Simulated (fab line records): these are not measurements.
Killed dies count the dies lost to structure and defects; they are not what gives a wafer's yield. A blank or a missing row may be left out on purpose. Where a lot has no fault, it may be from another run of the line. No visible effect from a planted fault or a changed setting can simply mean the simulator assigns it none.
What tool caused it? :: flow rit-cmos :: 14 lots with 42 wafers sampled at 2 steps, on a route of 202 steps

WHAT EACH GAUGE READ, for each wafer
Not one reading of a measure or inspect step in the record can be checked against a usual standard deviation.

TOOL THAT RAN EACH LOT (tool first, then ch and the chambers of the sampled wafers, then the start)
lot: L565
RIT_ACTIVE_STRIP_14: plasma-asher-04 ch 0,1, day 1 18:32
RIT_M1_PROBE_99: -

lot: L566
RIT_ACTIVE_STRIP_14: plasma-asher-03 ch 0,1, day 2 00:07
RIT_M1_PROBE_99: prober-02, day 4 12:16

lot: L567
RIT_ACTIVE_STRIP_14: plasma-asher-02 ch 0,1, day 2 06:20
RIT_M1_PROBE_99: -

lot: L568
RIT_ACTIVE_STRIP_14: plasma-asher-04 ch 0,1, day 2 10:38
RIT_M1_PROBE_99: -

lot: L571
RIT_ACTIVE_STRIP_14: plasma-asher-02 ch 0,1, day 3 03:49
RIT_M1_PROBE_99: -

lot: L576
RIT_ACTIVE_STRIP_14: plasma-asher-03 ch 0,1, day 3 23:12
RIT_M1_PROBE_99: -

lot: L577
RIT_ACTIVE_STRIP_14: plasma-asher-02 ch 0,1, day 4 04:26
RIT_M1_PROBE_99: -

lot: L578
RIT_ACTIVE_STRIP_14: plasma-asher-02 ch 0,1, day 4 10:14
RIT_M1_PROBE_99: -

lot: L579
RIT_ACTIVE_STRIP_14: plasma-asher-04 ch 0,1, day 4 13:56
RIT_M1_PROBE_99: -

lot: L580
RIT_ACTIVE_STRIP_14: plasma-asher-03 ch 0,1, day 4 18:43
RIT_M1_PROBE_99: prober-02, day 6 17:34

lot: L581
RIT_ACTIVE_STRIP_14: plasma-asher-03 ch 0,1, day 5 00:17
RIT_M1_PROBE_99: prober-01, day 7 06:57

lot: L583
RIT_ACTIVE_STRIP_14: plasma-asher-03 ch 1, day 5 08:57
RIT_M1_PROBE_99: -

lot: L585
RIT_ACTIVE_STRIP_14: plasma-asher-04 ch 0,1, day 5 19:45
RIT_M1_PROBE_99: -

lot: L588
RIT_ACTIVE_STRIP_14: plasma-asher-04 ch 0,1, day 6 12:44
RIT_M1_PROBE_99: -
- RIT_ACTIVE_STRIP_14: strips in O2, time 180 s.
- RIT_M1_PROBE_99

AS READ BY THE TOOLS THEMSELVES (means over the sampled wafers that have a number; for cases with no such wafer, the mark the record gives instead)
RIT_ACTIVE_STRIP_14.
lot: L565
tool: plasma-asher-04
chamber-pressure-mTorr (mTorr): 3999
drypump-motor-current-A (A): 6.6

lot: L566
tool: plasma-asher-03
chamber-pressure-mTorr (mTorr): 3995
drypump-motor-current-A (A): 5.6

lot: L567
tool: plasma-asher-02
chamber-pressure-mTorr (mTorr): 4001
drypump-motor-current-A (A): 5.7

lot: L568
tool: plasma-asher-04
chamber-pressure-mTorr (mTorr): 3998
drypump-motor-current-A (A): 6.5

lot: L571
tool: plasma-asher-02
chamber-pressure-mTorr (mTorr): 4001
drypump-motor-current-A (A): 5.7

lot: L576
tool: plasma-asher-03
chamber-pressure-mTorr (mTorr): 3998
drypump-motor-current-A (A): 5.6

lot: L577
tool: plasma-asher-02
chamber-pressure-mTorr (mTorr): 5330
drypump-motor-current-A (A): 5.7

lot: L578
tool: plasma-asher-02
chamber-pressure-mTorr (mTorr): 5331
drypump-motor-current-A (A): 5.6

lot: L579
tool: plasma-asher-04
chamber-pressure-mTorr (mTorr): 3999
drypump-motor-current-A (A): 6.5

lot: L580
tool: plasma-asher-03
chamber-pressure-mTorr (mTorr): 4002
drypump-motor-current-A (A): 5.8

lot: L581
tool: plasma-asher-03
chamber-pressure-mTorr (mTorr): 3999
drypump-motor-current-A (A): 5.7

lot: L583
tool: plasma-asher-03
chamber-pressure-mTorr (mTorr): 3998
drypump-motor-current-A (A): 5.5

lot: L585
tool: plasma-asher-04
chamber-pressure-mTorr (mTorr): 3998
drypump-motor-current-A (A): 6.5

lot: L588
tool: plasma-asher-04
chamber-pressure-mTorr (mTorr): 4002
drypump-motor-current-A (A): 6.5

RIT_M1_PROBE_99.
lot: L566
tool: prober-02
killed_at_M0_to_M3: 0.0
killed-at-contacts: 0.0
killed-at-front-end: 9.0
killed-dies: 9.0
killed-open: 4.0
killed-short: 5.0

lot: L580
tool: prober-02
killed_at_M0_to_M3: 0.3
killed-at-contacts: 0.3
killed-at-front-end: 8.3
killed-dies: 9.0
killed-open: 4.3
killed-short: 4.7

lot: L581
tool: prober-01
killed_at_M0_to_M3: 0.0
killed-at-contacts: 0.0
killed-at-front-end: 8.3
killed-dies: 8.3
killed-open: 5.0
killed-short: 3.3

THE ANSWER, worked out from the rows above alone
Rule: the usual values come from the lots themselves. Put in order of their means at a reading, lots are off if they are a third of the lots or fewer, leave a main group of 4 or more, and stand apart from it by a gap of 3 or more times the standard deviation of the main group's means; of several such gaps the widest counts. If all means in a main group match to the digits the tables above print for the reading, that group is not used. Also off: a lot with no number at a reading for which 4 or more lots have one. All remaining lots with rows at the step are treated as sound. Order of review: gauges by route order, followed by the tools' own readings, for which a lot's mean as printed above is used. At the first step where some lot is off, the reading lying furthest off is the one used; lots without a number count as furthest.
Off, at RIT_ACTIVE_STRIP_14 on chamber-pressure-mTorr: L577, L578. Main group: mean 3999 mTorr, sd 2.
If a tool, at that step or one of the process steps before it, ran each lot that is off and ran no sound lot following the first of them, it fits. One fits: RIT_ACTIVE_STRIP_14 on plasma-asher-02. A fault onset in the window from L571 (day 3 03:49, its last sound lot) to L577 (day 4 04:26, its first lot off) fits.
The tool's own readings at RIT_ACTIVE_STRIP_14 bear it out: on the lots that are off they differ by more than 5 times the standard deviation of the sound lots' means. chamber-pressure-mTorr reads 5330 mTorr there against 3999 mTorr on the sound lots.

WHAT HAD BEEN PUT IN BY THE SIMULATOR
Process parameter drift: plasma-asher-02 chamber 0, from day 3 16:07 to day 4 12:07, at RIT_ACTIVE_STRIP_14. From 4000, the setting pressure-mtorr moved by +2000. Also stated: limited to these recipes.
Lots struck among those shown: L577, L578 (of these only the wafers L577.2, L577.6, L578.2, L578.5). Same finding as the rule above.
